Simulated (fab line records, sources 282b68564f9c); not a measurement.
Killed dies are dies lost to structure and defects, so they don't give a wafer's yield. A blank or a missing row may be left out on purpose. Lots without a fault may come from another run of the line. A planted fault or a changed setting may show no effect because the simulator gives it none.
Which tool did it? | flow rit_cmos | 14 lots, 42 wafers sampled, at 2 steps of a route of 202

WHAT THE GAUGES READ, wafer by wafer
The record holds no reading of a measuring or inspecting step that can be judged against a usual standard deviation.

WHICH TOOL RAN EACH LOT (tool, then ch and the chambers of the sampled wafers, then the start)
lot  | RIT_M1_METAL_ETCH_12             | RIT_M1_PROBE_99
L541 | rie_metal-01 ch 0,1, day 3 11:08 | -
L542 | rie_metal-02 ch 0,1, day 3 18:17 | -
L543 | rie_metal-03 ch 0, day 3 22:32   | -
L548 | rie_metal-02 ch 0,1, day 4 22:22 | prober-02, day 5 00:38
L549 | rie_metal-03 ch 0,1, day 5 04:14 | prober-01, day 5 06:40
L550 | rie_metal-01 ch 0,1, day 5 08:50 | prober-02, day 5 11:05
L551 | rie_metal-02 ch 0,1, day 5 13:26 | prober-01, day 5 15:44
L552 | rie_metal-03 ch 0,1, day 5 18:35 | -
L555 | rie_metal-03 ch 0,1, day 6 09:16 | -
L556 | rie_metal-01 ch 0,1, day 6 14:28 | prober-02, day 6 19:22
L557 | rie_metal-02 ch 0,1, day 6 19:58 | -
L559 | rie_metal-01 ch 0,1, day 7 05:56 | prober-01, day 7 08:55
L561 | rie_metal-03 ch 0,1, day 7 17:28 | prober-01, day 7 19:46
L563 | rie_metal-02 ch 0,1, day 8 07:30 | -
- RIT_M1_METAL_ETCH_12: etches Al in Cl2/BCl3, stops on SiO2, time 165 s, target depth 600 nm.
- RIT_M1_PROBE_99

WHAT THE TOOLS THEMSELVES READ (means of the sampled wafers that have a number; where no wafer has one, the mark that the record gives instead)
RIT_M1_METAL_ETCH_12.
lot  | tool         | drypump_motor_current_A (A) | oes_product_au (a.u.) | throttle_valve_pct (%)
L541 | rie_metal-01 | 5.39                        | 0.768                 | 8.30
L542 | rie_metal-02 | 5.76                        | 0.781                 | 8.36
L543 | rie_metal-03 | 5.90                        | 0.762                 | 8.23
L548 | rie_metal-02 | 5.83                        | 0.775                 | 8.46
L549 | rie_metal-03 | 5.63                        | 0.777                 | 8.25
L550 | rie_metal-01 | 5.37                        | 0.776                 | 8.30
L551 | rie_metal-02 | 5.76                        | 0.776                 | 8.35
L552 | rie_metal-03 | 5.63                        | 0.779                 | 8.25
L555 | rie_metal-03 | 5.59                        | 0.780                 | 8.24
L556 | rie_metal-01 | 5.37                        | 0.836                 | 8.28
L557 | rie_metal-02 | 5.78                        | 0.789                 | 8.36
L559 | rie_metal-01 | 5.60                        | 0.852                 | 8.19
L561 | rie_metal-03 | 5.62                        | 0.774                 | 8.24
L563 | rie_metal-02 | 5.83                        | 0.778                 | 8.46

RIT_M1_PROBE_99.
lot  | tool      | defect_limited_yield (%) | killed_at_contacts | killed_at_front_end | killed_dies | killed_open | killed_short | sort_bin_3_pad_short (%) | sort_bin_5_function (%) | sort_bin_6_memory (%) | sort_n_pass | sort_yield_pct (%)
L548 | prober-02 | 97.7                     | 0.0                | 6                   | 6           | 4.0         | 2.0          | 0.1                      | 1.3                     | 0.9                   | 258         | 97.7
L549 | prober-01 | 97.0                     | 0.0                | 8                   | 8           | 3.7         | 4.3          | 0.0                      | 1.7                     | 1.3                   | 256         | 97.0
L550 | prober-02 | 98.4                     | 0.3                | 4                   | 4           | 3.0         | 1.3          | 0.0                      | 0.9                     | 0.8                   | 260         | 98.4
L551 | prober-01 | 98.2                     | 0.0                | 5                   | 5           | 2.0         | 2.7          | 0.1                      | 1.4                     | 0.3                   | 259         | 98.2
L556 | prober-02 | 97.4                     | 0.3                | 6                   | 7           | 2.3         | 4.3          | 0.0                      | 1.8                     | 0.8                   | 257         | 97.4
L559 | prober-01 | 97.7                     | 0.0                | 6                   | 6           | 2.3         | 3.7          | 0.3                      | 1.0                     | 1.0                   | 258         | 97.7
L561 | prober-01 | 97.8                     | 0.3                | 5                   | 6           | 3.0         | 2.7          | 0.1                      | 1.0                     | 1.0                   | 258         | 97.8

THE ANSWER, worked out from the rows above alone
Rule: what is usual is taken from the lots themselves. Put in order of their means at a reading, lots are off if they are a third of the lots or fewer, leave a main group of 4 or more, and stand apart from it by a gap of 3 or more times the standard deviation of the main group's means; of several such gaps the widest counts. A main group whose means are all the same, to the digits that the tables above print for the reading, isn't used. A lot without any number at a reading at which 4 lots or more have one is off too. The other lots that the step has rows for count as sound. The gauges are gone through in route order, then the tools' own readings, and for those a lot's mean is taken as printed above. The first step at which some lot is off is used, and at that step the reading that is off furthest; a lot without a number counts as furthest.
Off: L556, L559, at RIT_M1_METAL_ETCH_12 (oes_product_au). The main group: mean 0.776 a.u., standard deviation 0.0064.
A tool fits if, at that step or a process step before it, it ran every lot that is off, and no sound lot after the first of them. One fits: rie_metal-01 at RIT_M1_METAL_ETCH_12. Its last sound lot is L550 (day 5 08:50), its first lot that is off L556 (day 6 14:28): a fault that began between those two fits.
The tool's own readings at RIT_M1_METAL_ETCH_12 bear it out: on the lots that are off they differ by more than 5 times the standard deviation of the sound lots' means. oes_product_au reads 0.844 a.u. there against 0.776 a.u. on the sound lots.

WHAT THE SIMULATOR HAD PUT IN
Process parameter drift: rie_metal-01, from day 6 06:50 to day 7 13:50, at RIT_M1_METAL_ETCH_12. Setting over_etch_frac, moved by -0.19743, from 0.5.
Lots struck among those shown: L556, L559. The rule above found the same.
